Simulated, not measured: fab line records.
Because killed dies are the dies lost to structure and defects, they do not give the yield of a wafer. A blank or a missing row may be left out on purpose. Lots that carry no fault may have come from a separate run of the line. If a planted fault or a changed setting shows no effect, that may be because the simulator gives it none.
The same fault as seen by 2 desks + flow berkeley-cmos170 + every desk sees just its own numbers, and what lay behind them comes last

== THE METROLOGY DESK ==
Means of the sampled wafers that have a number, per lot and without regard to the tool the lot ran on: this is what the gauges read. A lot is out of limits, marked OUT, if its mean lies more than 4 standard deviations from the usual mean; the brackets give that distance.
Columns: A = V2_BOW at UCB170_V2_BOW_MEAS_03, usual 37 um; B = cd-nm at UCB170_V2_CD_MEAS_90, usual 699.9 nm
| lot  | first seen here | A  | B     |
|------|-----------------|----|-------|
| L408 | day 7 10:14     | 36 | 701.4 |
| L409 | day 7 20:10     | 27 | 697.9 |
| L411 | day 8 20:55     | 33 | 701.7 |
| L412 | day 8 21:57     | 44 | 698.1 |
| L417 | day 9 17:22     | 38 | 700.4 |
| L420 | day 10 08:19    | 41 | 698.8 |
| L422 | day 10 19:40    | 38 | 699.6 |
| L423 | day 10 19:58    | 30 | 698.7 |
| L421 | day 10 20:16    | 21 | 696.7 |
| L425 | day 11 06:19    | 36 | 698.6 |
| L428 | day 11 14:25    | 34 | 702.6 |
| L424 | day 11 14:41    | 39 | 698.9 |
| L431 | day 12 06:16    | 31 | 699.5 |
| L430 | day 12 09:59    | 42 | 700.6 |
This desk's finding: nothing out of limits on any of the 14 lots.

== DESK OF THE TOOL OWNER: rie-diel-03 ==
The tool's own readings at UCB170_V2_ETCH_14 (etches SiO2 in CHF3/CF4/Ar, stops on Al, target depth 1250 nm, time 291 s): means of the sampled wafers that have a number, for each lot that ran on this tool. A lot is out of limits, marked OUT, if its mean lies more than 4 standard deviations from the usual mean; the brackets give that distance.
Columns: A = drypump-motor-current-A at UCB170_V2_ETCH_14, usual 5.8 A; B = mfc-ar-sccm at UCB170_V2_ETCH_14, usual 150.0 sccm; C = oes-product-au at UCB170_V2_ETCH_14, usual 0.873 a.u.; D = throttle-valve-pct at UCB170_V2_ETCH_14, usual 6.94 %
| lot  | first seen here | A   | B     | C                | D    |
|------|-----------------|-----|-------|------------------|------|
| L408 | day 7 11:36     | 5.9 | 150.0 | 0.870            | 7.11 |
| L409 | day 7 23:22     | 5.8 | 150.0 | 0.880            | 6.98 |
| L412 | day 8 23:59     | 6.2 | 150.4 | 0.882            | 6.99 |
| L417 | day 9 18:45     | 5.9 | 149.5 | 0.876            | 7.06 |
| L421 | day 10 22:37    | 5.6 | 150.2 | 0.831            | 6.99 |
| L425 | day 11 08:05    | 5.8 | 150.0 | 0.828 (-4.1) OUT | 6.99 |
This desk finds L425 out of limits, L425 being first, at day 11 08:05 (oes-product-au at UCB170_V2_ETCH_14). Within limits: L408, L409, L412, L417, L421.

== PUT TOGETHER ==
On L425, at day 11 08:05, an alarm was possible from the tool owner's desk.
The metrology desk saw nothing out of limits.
The metrology desk has L425 on record, within its limits.
All the named lots went through UCB170_V2_ETCH_14 on rie-diel-03.

== WHAT THE SIMULATOR HAD PUT IN ==
rie-diel-03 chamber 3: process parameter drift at UCB170_V2_ETCH_14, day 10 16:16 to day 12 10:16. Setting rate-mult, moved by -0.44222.
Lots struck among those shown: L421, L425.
How many hours passed from the start of the fault until each desk's first out-of-limits reading: the tool owner's desk, 16.
